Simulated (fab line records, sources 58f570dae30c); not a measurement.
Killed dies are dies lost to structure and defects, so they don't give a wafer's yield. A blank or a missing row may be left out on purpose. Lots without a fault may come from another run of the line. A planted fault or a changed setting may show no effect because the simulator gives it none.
Split-lot experiment | flow berkeley_cmos170 | 5 lots, 23 wafers read, on a route of 331 steps

THE SPLIT
At UCB170_CONTACT_COAT_10 (resist thk 900 nm), the setting resist_thk_nm was moved away from the recipe's 900 nm on 9 of the 23 wafers read, by -5.0% to +1.6%. The other wafers ran this setting at the recipe's value.

The file shows no step between the split and the reading.

THE READING
KrF_of_CONTACT_COAT_10.thk_nm (the simulator's own value, which no gauge read), in nm, at UCB170_CONTACT_ETCH_18 (etches PSG in CHF3/CF4/Ar, stops on TiSi2, target depth 840 nm, time 195 s). The file gives no usual value for it. The 14 wafers here that ran the recipe average 692.7 nm, standard deviation 7.2 nm.

wafer  | tool, chamber at the split | resist_thk_nm as run, nm | against the recipe | KrF_of_CONTACT_COAT_10.thk_nm, nm | against lot-mates on the recipe
L075.1 | litho_track-01, 0          | 861.5                    | -4.3%              | 652                               | -33.1
L075.2 | litho_track-01, 0          | 861.5                    | -4.3%              | 641.9                             | -43.2
L075.3 | litho_track-01, 0          | 900                      | recipe             | 680.8                             | -
L075.5 | litho_track-01, 0          | 900                      | recipe             | 689.5                             | -
L075.6 | litho_track-01, 0          | 861.5                    | -4.3%              | 641.3                             | -43.9
L076.2 | litho_track-04, 0          | 900                      | recipe             | 695.5                             | -
L076.4 | litho_track-04, 0          | 900                      | recipe             | 701.4                             | -
L076.5 | litho_track-04, 0          | 900                      | recipe             | 697.3                             | -
L077.1 | litho_track-01, 0          | 900                      | recipe             | 681.5                             | -
L077.2 | litho_track-01, 0          | 914.5                    | +1.6%              | 699.6                             | +14.8
L077.3 | litho_track-01, 0          | 914.5                    | +1.6%              | 705.4                             | +20.5
L077.4 | litho_track-01, 0          | 900                      | recipe             | 688.2                             | -
L077.6 | litho_track-01, 0          | 914.5                    | +1.6%              | 707.6                             | +22.8
L078.1 | litho_track-04, 0          | 900                      | recipe             | 701.4                             | -
L078.2 | litho_track-04, 0          | 900                      | recipe             | 706.6                             | -
L078.3 | litho_track-04, 0          | 900                      | recipe             | 692.4                             | -
L078.5 | litho_track-04, 0          | 900                      | recipe             | 694.6                             | -
L078.6 | litho_track-04, 0          | 900                      | recipe             | 693.3                             | -
L083.1 | litho_track-04, 0          | 900                      | recipe             | 686.2                             | -
L083.2 | litho_track-04, 0          | 854.9                    | -5.0%              | 642.4                             | -45.1
L083.4 | litho_track-04, 0          | 854.9                    | -5.0%              | 646                               | -41.5
L083.5 | litho_track-04, 0          | 854.9                    | -5.0%              | 643.3                             | -44.2
L083.6 | litho_track-04, 0          | 900                      | recipe             | 688.7                             | -

THE FIT
A straight line over all 23 wafers: KrF_of_CONTACT_COAT_10.thk_nm changes by +9.96 nm for each +1% of resist_thk_nm; r = +0.96; the points scatter about the line by 6.8 nm.
The same after taking each lot's own level away (the mean of its wafers on the recipe; 23 wafers): +9.3 nm for each +1%; r = +0.98; scatter 4.4 nm.
On that fit, the largest move of resist_thk_nm shifts the reading by 47 nm.
The lots' own levels span 684.85 to 698.07 nm, that is 1.8 times the standard deviation above.
So the lot-to-lot level changes the slope little: the two slopes agree.
Check: with one of the wafers moved furthest among these (-5.0%) left out of the fit, the line predicts -45.8 nm for it against its lot-mates. It came out at -45.1 nm against them.

OTHER SPLITS ON THESE WAFERS
These wafers also went through other splits before the reading. Each is held against what the fit with the lots' levels taken away leaves over:
other split on the same wafers    | wafers away from the commonest value | r with KrF_of_CONTACT_COAT_10.thk_nm (lot level and that fit taken away)
UCB170_PLDD_COAT_01 resist_thk_nm | 10                                   | +0.05
UCB170_PSD_IMPLANT_08 energy_kev  | 8                                    | -0.07
UCB170_SDANNEAL_RTA_01 time_s     | 8                                    | -0.22
UCB170_SILICIDE_SPUTTER_01 time_s | 9                                    | +0.22

THE WHOLE CHAIN: every reading that the file lists as answering this split, in the file's order
step                   | what it does                                                               | reading                                                                        | change (the file's fit)              | r (the file's)
UCB170_CONTACT_COAT_10 | resist thk 900 nm                                                          | KrF_of_CONTACT_COAT_10.thk_nm (the simulator's own value, which no gauge read) | +9.08 nm for each +1% of the setting | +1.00
UCB170_CONTACT_ETCH_18 | etches PSG in CHF3/CF4/Ar, stops on TiSi2, target depth 840 nm, time 195 s | KrF_of_CONTACT_COAT_10.thk_nm (the simulator's own value, which no gauge read) | +9.15 nm for each +1% of the setting | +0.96

THE FILE'S OWN FIT
KrF_of_CONTACT_COAT_10.thk_nm changes by +9.15 nm for each +1% of resist_thk_nm, r = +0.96.
